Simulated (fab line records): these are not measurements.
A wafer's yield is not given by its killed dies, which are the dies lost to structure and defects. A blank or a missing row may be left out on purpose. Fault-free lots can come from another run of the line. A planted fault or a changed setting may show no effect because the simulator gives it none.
The tool behind it: which one?	flow rit_cmos	45 wafers from 15 lots sampled at 3 of the route's 202 steps

WHAT EACH GAUGE READ, for each wafer
RIT_NSD_TW_MEAS_10.
lot	measured	on	NSD_TW
L125	day 3 07:35	film_metro-03	3093 3112 3102
L126	day 3 08:40	film_metro-03	3123 3107 3115
L127	day 3 21:14	film_metro-03	3121 3119 3118
L129	day 4 07:26	film_metro-03	3133 3136 3129
L130	day 4 13:30	film_metro-03	3124 3115 3150
L131	day 4 20:26	film_metro-01	3161 3139 3156
L133	day 4 22:25	film_metro-03	3132 3136 3124
L132	day 4 22:56	film_metro-03	3134 3131 3126
L135	day 5 07:44	film_metro-04	3097 3107 3095
L136	day 5 14:14	film_metro-01	2866 2864 2854
L137	day 5 16:22	film_metro-03	2839 2834 2799
L141	day 6 10:41	film_metro-04	2823 2852 2826
L144	day 7 09:12	film_metro-03	3106 3084 3082
L146	day 7 12:41	film_metro-03	3101 3107 3111
L148	day 8 03:52	film_metro-01	3151 3146 3164

RIT_SDANNEAL_RS_MEAS_05: measurement is done with a four-point probe.
lot	measured	on	NSD_RS (ohm/sq)
L125	day 3 09:47	film_metro-04	85.16 85.08 85.41
L126	day 3 10:50	film_metro-01	85.47 85.36 85.41
L127	day 3 23:25	film_metro-04	84.54 85.00 84.77
L129	day 4 09:38	film_metro-01	85.25 85.72 85.37
L130	day 4 15:40	film_metro-03	84.58 85.02 84.91
L131	day 4 22:39	film_metro-04	85.09 85.32 85.11
L133	day 5 00:26	film_metro-04	85.26 85.12 85.32
L132	day 5 00:58	film_metro-03	84.66 85.30 84.93
L135	day 5 09:56	film_metro-04	85.49 85.36 85.76
L136	day 5 16:24	film_metro-01	88.14 88.40 87.82
L137	day 5 18:33	film_metro-01	87.88 88.16 88.15
L141	day 6 12:59	film_metro-01	88.52 88.43 88.57
L144	day 7 11:27	film_metro-01	85.35 85.12 85.11
L146	day 7 14:52	film_metro-01	84.58 84.34 84.68
L148	day 8 06:08	film_metro-01	84.99 85.34 85.15

EACH LOT AND THE TOOL THAT RAN IT (in order: tool; ch and the chambers of the sampled wafers; start)
lot	RIT_NSD_IMPLANT_08
L125	implanter-03 ch 0, day 3 07:17
L126	implanter-01 ch 0, day 3 08:20
L127	implanter-01 ch 0, day 3 20:55
L129	implanter-03 ch 0, day 4 07:07
L130	implanter-03 ch 0, day 4 13:11
L131	implanter-03 ch 0, day 4 20:08
L133	implanter-01 ch 0, day 4 22:05
L132	implanter-03 ch 0, day 4 22:36
L135	implanter-03 ch 0, day 5 07:27
L136	implanter-03 ch 0, day 5 13:55
L137	implanter-03 ch 0, day 5 16:04
L141	implanter-03 ch 0, day 6 10:23
L144	implanter-01 ch 0, day 7 08:52
L146	implanter-02 ch 0, day 7 12:22
L148	implanter-01 ch 0, day 8 03:34
- RIT_NSD_IMPLANT_08

WHAT THE TOOLS THEMSELVES READ (means of the sampled wafers that have a number; where no wafer has one, the mark that the record gives instead)
RIT_NSD_IMPLANT_08.
lot	tool	beam_energy_keV	tilt_deg (degrees)
L125	implanter-03	24.999	7.001
L126	implanter-01	25.002	7.026
L127	implanter-01	24.996	6.995
L129	implanter-03	25.010	6.993
L130	implanter-03	25.005	6.978
L131	implanter-03	25.009	6.993
L133	implanter-01	24.994	7.005
L132	implanter-03	24.991	7.016
L135	implanter-03	24.994	6.988
L136	implanter-03	17.495	7.004
L137	implanter-03	17.490	6.996
L141	implanter-03	17.501	7.000
L144	implanter-01	25.001	7.003
L146	implanter-02	24.996	6.991
L148	implanter-01	25.004	7.000

THE ANSWER, worked out from the rows above alone
Rule: what is usual is taken from the lots themselves. Put in order of their means at a reading, lots are off if they are a third of the lots or fewer, leave a main group of 4 or more, and stand apart from it by a gap of 3 or more times the standard deviation of the main group's means; of several such gaps the widest counts. A main group whose means are all the same, to the digits that the tables above print for the reading, isn't used. A lot without any number at a reading at which 4 lots or more have one is off too. Where the step has rows for the other lots, those lots are counted as sound. First the gauges in route order, then the tools' own readings, where a lot's mean is used as printed above. The first step at which some lot is off is used, and at that step the reading that is off furthest; a lot without a number counts as furthest.
Off: L136, L137, L141, seen at RIT_NSD_TW_MEAS_10 (NSD_TW). Main group: mean 3122, sd 19.
If a tool, at a process step before that reading, ran all the lots that are off and no sound lot after the first of them, it fits. Not tried: the gauges at RIT_NSD_TW_MEAS_10; whatever is off there is also off at RIT_NSD_IMPLANT_08, on other tools, and gauge error can't account for it. One fits: RIT_NSD_IMPLANT_08 on implanter-03. A fault onset in the window from L135 (day 5 07:27, its last sound lot) to L136 (day 5 13:55, its first lot off) fits.
On the lots that are off, the tool's own readings at RIT_NSD_IMPLANT_08 differ by more than 5 times the standard deviation of the sound lots' means, which bears it out; beam_energy_keV reads 17.495 there versus 25.000 on the sound lots.

WHAT THE SIMULATOR HAD INSERTED
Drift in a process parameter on implanter-03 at RIT_NSD_IMPLANT_08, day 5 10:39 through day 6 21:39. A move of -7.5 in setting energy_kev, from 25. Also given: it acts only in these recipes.
Struck lots among those shown: L136, L137, L141. Same finding as the rule above.
